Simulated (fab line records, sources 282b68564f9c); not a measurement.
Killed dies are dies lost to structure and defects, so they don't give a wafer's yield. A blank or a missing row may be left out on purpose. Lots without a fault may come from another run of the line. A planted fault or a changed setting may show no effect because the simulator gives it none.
A struck lot beside a sound one | flow rit_cmos | 43 steps out of a route of 202
Sound: wafers L274.3, L274.5, L274.6. Struck: wafers L283.2, L283.4, L283.5. The cause comes at the end.
At each step with rows: each side's tool, then ch and its chambers, then its first start. Under that, the readings that differ: sound wafers | struck wafers | difference of the means | sigmas: that difference in standard deviations of wafers without a fault.
alike: readings whose means differ by less than 2 such deviations, and words and numbers that are the same on both sides. not compared: withheld readings, readings that some wafer has no value for, bounds like >300 that may hide the same value, and numbers for which the record gives no deviation and whose values overlap.
The two part at a step that has a row with sigmas, a row that says differs or no value, or rows on one side only. Numbers that don't overlap but have no deviation are shown without sigmas and don't part them. A reading that every wafer of one side lacks parts them only if that side has two wafers or more.

first, 3 steps without rows for these wafers: RIT_REOX_CLEAN_01 (cleans in dHF, time 30 s); RIT_REOX_CLEAN_02 (cleans in SC2, time 600 s); RIT_REOX_OXIDATION_03 (target thk 25.2 nm, ox time 5580 s).
RIT_REOX_THK_MEAS_04:
  sound on film_metro-03, day 3 21:38; struck on film_metro-03, day 5 18:37
  alike: REOX_OXIDE_THK
then, 6 steps without rows for these wafers: RIT_NLDD_HMDS_00 (prime time 60 s); RIT_NLDD_COAT_01 (resist thk 1000 nm); RIT_NLDD_SOFTBAKE_02 (time 60 s); RIT_NLDD_EXPOSE_03 (exposes mask M7, target cd 40700 nm); RIT_NLDD_PEB_04; RIT_NLDD_DEVELOP_05 (develop time 50 s).
RIT_NLDD_OVL_MEAS_06:
  sound on overlay-01, day 3 22:39; struck on overlay-02, day 5 19:38
  alike: NLDD_OVL
then, 1 step without rows for these wafers: RIT_NLDD_HARDBAKE_07 (time 60 s).
RIT_NLDD_IMPLANT_08:
  sound on implanter-02 ch 0, day 3 22:53; struck on implanter-04 ch 0, day 5 19:51
  reading            | sound            | struck            | difference | sigmas
  beam_on_s (s)      | 10.20 10.19 9.86 | 14.13 14.03 14.54 | +4.15      | +21
  faraday_current_uA | 1541 1541 1600   | 1120 1119 1082    | -454       | -14
  alike: tilt_deg
RIT_NLDD_STRIP_09: strips in O2, time 180 s.
  sound on plasma_asher-03 ch 0,1, day 3 23:02; struck on plasma_asher-02 ch 0,1, day 5 19:58
  alike: drypump_motor_current_A
  not compared: rf_hours_counter_h
RIT_NLDD_TW_MEAS_10:
  sound on film_metro-03, day 3 23:10; struck on film_metro-01, day 5 20:23
  reading | sound          | struck         | difference | sigmas
  NLDD_TW | 2520 2526 2526 | 2708 2698 2697 | +177       | +7
  not compared: hold
then, 5 steps without rows for these wafers: RIT_PLDD_COAT_01 (resist thk 1000 nm); RIT_PLDD_SOFTBAKE_02 (time 60 s); RIT_PLDD_EXPOSE_03 (exposes mask M8, target cd 40900 nm); RIT_PLDD_PEB_04; RIT_PLDD_DEVELOP_05 (develop time 50 s).
RIT_PLDD_OVL_MEAS_06:
  sound on overlay-01, day 4 00:19; struck on overlay-02, day 6 04:27
  alike: PLDD_OVL
then, 2 steps without rows for these wafers: RIT_PLDD_HARDBAKE_07 (time 60 s); RIT_PLDD_IMPLANT_08.
RIT_PLDD_STRIP_09: strips in O2, time 180 s.
  sound on plasma_asher-02 ch 0,1, day 4 00:41; struck on plasma_asher-02 ch 0,1, day 6 05:32
  alike: drypump_motor_current_A
  not compared: rf_hours_counter_h
RIT_PLDD_TW_MEAS_10:
  sound on film_metro-01, day 4 00:49; struck on film_metro-03, day 6 05:44
  alike: PLDD_TW
then, 4 steps without rows for these wafers: RIT_SPACER_CLEAN_00 (cleans in SC1, time 600 s); RIT_SPACER_CLEAN_01 (cleans in dHF, time 30 s); RIT_SPACER_CLEAN_02 (cleans in SC2, time 600 s); RIT_SPACER_CVD_03 (deposits Si3N4 from SiH2Cl2/NH3, target thk 250 nm, time 3300 s).
RIT_SPACER_THK_MEAS_04:
  sound on film_metro-01, day 4 03:11; struck on film_metro-02, day 6 08:04
  alike: SPACER_NITRIDE_THK
RIT_SPACER_ETCHBACK_05: etches Si3N4 in SF6/CHF3, stops on SiO2, target depth 250 nm, time 240 s.
  sound on rie_diel-03 ch 0,1,2, day 4 03:14; struck on rie_diel-01 ch 1,3, day 6 08:07
  alike: drypump_motor_current_A, oes_product_au, throttle_valve_pct
  not compared: rf_hours_counter_h
then, 6 steps without rows for these wafers: RIT_NSD_HMDS_00 (prime time 60 s); RIT_NSD_COAT_01 (resist thk 1000 nm); RIT_NSD_SOFTBAKE_02 (time 60 s); RIT_NSD_EXPOSE_03 (exposes mask M9, target cd 40700 nm); RIT_NSD_PEB_04; RIT_NSD_DEVELOP_05 (develop time 50 s).
RIT_NSD_OVL_MEAS_06:
  sound on overlay-01, day 4 04:26; struck on overlay-01, day 6 09:11
  alike: NSD_OVL
then, 2 steps without rows for these wafers: RIT_NSD_HARDBAKE_07 (time 60 s); RIT_NSD_IMPLANT_08.
RIT_NSD_STRIP_09: strips in O2, time 180 s.
  sound on plasma_asher-03 ch 0,1, day 4 04:49; struck on plasma_asher-03 ch 1, day 6 09:31
  alike: drypump_motor_current_A
  not compared: rf_hours_counter_h
RIT_SDANNEAL_RS_MEAS_07: measures by four-point-probe.
  sound on film_metro-01, day 4 07:16; struck on film_metro-01, day 6 13:23
  reading          | sound             | struck            | difference | sigmas
  NLDD_RS (ohm/sq) | 152.0 151.8 151.6 | 114.3 114.0 113.8 | -37.8      | -63
  not compared: hold
RIT_M1_PROBE_99:
  the record has rows for the sound wafers here (prober-01, day 4 14:23) and none for the struck ones

WHERE THEY PART
First at RIT_NLDD_IMPLANT_08; last, within this record, at RIT_M1_PROBE_99.

WHY: what the simulator had put in
Process parameter drift: implanter-04, from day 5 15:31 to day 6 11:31, at RIT_NLDD_IMPLANT_08. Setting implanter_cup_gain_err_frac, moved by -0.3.
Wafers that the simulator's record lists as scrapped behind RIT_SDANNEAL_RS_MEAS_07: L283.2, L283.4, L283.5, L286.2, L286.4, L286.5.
